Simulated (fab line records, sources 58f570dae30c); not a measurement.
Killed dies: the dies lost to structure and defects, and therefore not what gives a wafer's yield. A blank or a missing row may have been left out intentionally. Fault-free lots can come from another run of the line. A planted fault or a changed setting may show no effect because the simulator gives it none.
fab line records | flow berkeley_cmos170
record: lots: 14 wafers: 42 last_day: 11
route steps=331 shown PWELL@54
lots that met no fault: from a run of the same line without faults
start_h: hours from the record's opening day to when the first of the lot's shown wafers began | wait_h: time in hours since the lot's previous step | " unchanged from the row above | L1.1+2: one row covering several wafers at once | - value missing, or start not given | * or withheld: withheld | < > ~ a bound
route shown NAME@n: names a module that has steps shown in the file, with the first one's number in the route | usual: mean/standard deviation taken from wafers without a fault | same: alike in all rows | chamber/n: place in a boat | sites: readings site by site | _std_site: how widely they spread, as a standard deviation | _edge_site: the outer-site mean with the inner-site mean subtracted | radius_mm: how far each site lies from the wafer's centre | mask NAME#n: copy n | behind: the last tool/chamber to shape the wafer | hold: why the lot was held/for how many hours/how that ended | device: names the non-switching transistor (n, p or np) | end of line: at the end of the route, the tests of the same wafers | a step with no rows: only its recipe | killed: the dies lost at the first sort to structure and to defects; this is not the yield of the wafer | map: per-die view of a wafer (x killed, . not killed, _ where there is no die)
set.NAME: the run value of the setting; set.NAME@STEP: its run value at that earlier step | model.NAME: the simulator's own value behind a step, which no gauge read
route steps across a sampled set of lots; one table per step, one row per wafer
== steps ==
step: UCB170_PWELL_WET_ETCH_20
recipe: chemistry: BOE dilution: 5:1 target: SiO2 temp_c: 25 time_s: 22
usual: run_length_s: 49.6/2.2
columns lot.wafer tool chamber start_h wait_h run_length_s
L565.1 wet_bench-01 2 51.98 0.0 52.8
L565.4 " 2 " " 52.8
L565.5 " 2 " " 52.8
L566.4 wet_bench-03 2 58.17 0.6 49.1
L566.5 " 2 " " 49.1
L566.6 " 2 " " 49.1
L567.1 wet_bench-01 3 62.36 0.2 49.4
L567.3 " 3 " " 49.4
L567.4 " 3 " " 49.4
L569.1 wet_bench-04 2 77.54 0.2 50.4
L569.3 " 2 " " 50.4
L569.4 " 2 " " 50.4
L570.2 wet_bench-04 1 77.54 0.0 49.0
L570.3 " 1 " " 49.0
L570.5 " 1 " " 49.0
L571.1 wet_bench-04 1 83.39 0.0 33.7
L571.5 " 1 " " 33.7
L571.6 " 1 " " 33.7
L573.2 wet_bench-04 0 99.52 0.2 32.3
L573.4 " 0 " " 32.3
L573.5 " 0 " " 32.3
L577.2 wet_bench-03 3 119.57 0.0 53.0
L577.5 " 3 " " 53.0
L577.6 " 3 " " 53.0
L581.1 wet_bench-01 2 129.70 0.0 53.2
L581.3 " 2 " " 53.2
L581.6 " 2 " " 53.2
L582.1 wet_bench-03 2 138.56 0.0 48.0
L582.5 " 2 " " 48.0
L582.6 " 2 " " 48.0
L583.2 wet_bench-01 0 142.98 0.0 47.6
L583.4 " 0 " " 47.6
L583.5 " 0 " " 47.6
L585.2 wet_bench-03 0 150.97 0.0 53.9
L585.4 " 0 " " 53.9
L585.6 " 0 " " 53.9
L586.1 wet_bench-03 1 158.52 0.3 48.1
L586.3 " 1 " " 48.1
L586.4 " 1 " " 48.1
L587.2 wet_bench-03 0 163.20 0.0 47.6
L587.4 " 0 " " 47.6
L587.5 " 0 " " 47.6
== key ==
first_sign: step: UCB170_PWELL_WET_ETCH_20 reading: run_length_s direction: down sigmas: 7.6 usual: * struck: *
effect none on later readings
met_at UCB170_PWELL_WET_ETCH_20
struck_lots L571,L573
tester_left_out L571,L573
onset_between 77.54 83.39
fault: kind: process_parameter_drift tool: wet_bench-04 chamber: - onset_h: 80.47 steps: UCB170_PWELL_WET_ETCH_20 channel: time_s offset: * shape: step end_h: 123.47 acts_in: * stated: *
tester_left_out: of these lots the tester's yield and bins aren't shown, on N5 and GAA mostly nor the transistor test; their killed dies are dies lost to structure and defects alone, not to doping, threshold or leakage, so they don't give the yield
